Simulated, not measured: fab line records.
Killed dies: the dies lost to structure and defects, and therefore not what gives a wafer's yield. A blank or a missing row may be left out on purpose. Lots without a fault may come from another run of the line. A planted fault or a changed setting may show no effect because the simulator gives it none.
Check for tools in common	flow berkeley-cmos170	14 lots, 42 wafers sampled

## REASON FOR OPENING
UCB170_M1_RS_MEAS_01, reading M1_AL_RS: flagged on 2 of 14 lots. Fault-free wafers read 0.0483 ohm/sq, with a standard deviation of 0.00057.
Rule: flag the lot when none of its wafers has a number, or when each of its wafers that has one lies beyond 4 standard deviations from that mean. All remaining lots are regarded as sound.

lot	measured	on	M1_AL_RS (ohm/sq), wafer by wafer	flag
L104	day 8 18:33	film-metro-02	0.0485 0.0490 0.0487	
L105	day 8 18:44	film-metro-01	0.0484 0.0479 0.0479	
L108	day 8 18:58	film-metro-02	0.0493 0.0491 0.0491	
L106	day 8 19:55	film-metro-01	0.0487 0.0484 0.0482	
L109	day 10 04:08	film-metro-03	0.0483 0.0488 0.0485	
L111	day 10 04:38	film-metro-01	0.0478 0.0481 0.0473	
L112	day 10 05:05	film-metro-03	0.0241 0.0242 0.0241	FLAGGED
L110	day 10 05:27	film-metro-03	0.0489 0.0488 0.0486	
L116	day 10 13:30	film-metro-03	0.0482 0.0484 0.0480	
L118	day 12 09:14	film-metro-01	0.0479 0.0482 0.0478	
L122	day 12 12:42	film-metro-01	0.0482 0.0486 0.0485	
L121	day 12 13:23	film-metro-01	0.0241 0.0240 0.0243	FLAGGED
L123	day 12 18:55	film-metro-01	0.0481 0.0484 0.0480	
L126	day 12 19:53	film-metro-03	0.0474 0.0473 0.0476	
The numbers of the flagged lots are 0.0241 ohm/sq on average: -0.0242 ohm/sq against the usual, or -42 standard deviations.

## WHICH TOOL RAN EACH LOT
2 process steps preceding the reading are held in the record, out of 331 steps in the route. Read each cell as the tool, then ch plus the chambers that the sampled wafers visited, then the start.
lot	flag	UCB170_NSD_STRIP_09	UCB170_M1_SPUTTER_00
L104		plasma-asher-01 ch 0,1, day 8 08:09	pvd-sputter-03, day 8 18:29
L105		plasma-asher-02 ch 0,1, day 8 08:45	pvd-sputter-01, day 8 18:40
L108		plasma-asher-03 ch 0, day 8 09:09	pvd-sputter-03, day 8 18:52
L106		plasma-asher-02 ch 0,1, day 8 09:32	pvd-sputter-03, day 8 19:49
L109		plasma-asher-01 ch 0,1, day 9 19:57	pvd-sputter-01, day 10 04:02
L111		plasma-asher-02 ch 0,1, day 9 20:16	pvd-sputter-02, day 10 04:35
L112	FLAGGED	plasma-asher-03 ch 0,1, day 9 20:32	pvd-sputter-03, day 10 04:45
L110		plasma-asher-01 ch 0,1, day 9 20:45	pvd-sputter-01, day 10 05:23
L116		plasma-asher-01 ch 0,1, day 10 06:14	pvd-sputter-02, day 10 13:26
L118		plasma-asher-02 ch 0,1, day 12 00:51	pvd-sputter-01, day 12 09:08
L122		plasma-asher-02 ch 0,1, day 12 01:18	pvd-sputter-01, day 12 12:38
L121	FLAGGED	plasma-asher-02 ch 0,1, day 12 01:37	pvd-sputter-01, day 12 13:05
L123		plasma-asher-03 ch 0,1, day 12 08:37	pvd-sputter-03, day 12 18:50
L126		plasma-asher-01 ch 0,1, day 12 08:55	pvd-sputter-03, day 12 19:46
These steps, and what they do:
- UCB170_NSD_STRIP_09: strips in O2.
- UCB170_M1_SPUTTER_00: material Al, target thk 600 nm, time 80 s.
- UCB170_M1_RS_MEAS_01: measures by four-point-probe.

## FLAGGED AGAINST TOTAL, ONE TOOL AT A TIME (gauges that did the reading follow at the end)
step	tool	lots run	flagged	share of the flagged lots	sound lots run after its first flagged lot
UCB170_NSD_STRIP_09	plasma-asher-01	5	0	none	-
UCB170_NSD_STRIP_09	plasma-asher-02	6	1	some	0
UCB170_NSD_STRIP_09	plasma-asher-03	3	1	some	1 (L123)
UCB170_M1_SPUTTER_00	pvd-sputter-01	6	1	some	0
UCB170_M1_SPUTTER_00	pvd-sputter-02	2	0	none	-
UCB170_M1_SPUTTER_00	pvd-sputter-03	6	1	some	2 (L123,L126)
UCB170_M1_RS_MEAS_01	film-metro-01	7	1	some	1 (L123)
UCB170_M1_RS_MEAS_01	film-metro-02	2	0	none	-
UCB170_M1_RS_MEAS_01	film-metro-03	5	1	some	3 (L110,L116,L126)

## WHAT THE TABLE PERMITS
No row of the table ran every flagged lot.

## WHAT THE SIMULATOR HAD PUT IN
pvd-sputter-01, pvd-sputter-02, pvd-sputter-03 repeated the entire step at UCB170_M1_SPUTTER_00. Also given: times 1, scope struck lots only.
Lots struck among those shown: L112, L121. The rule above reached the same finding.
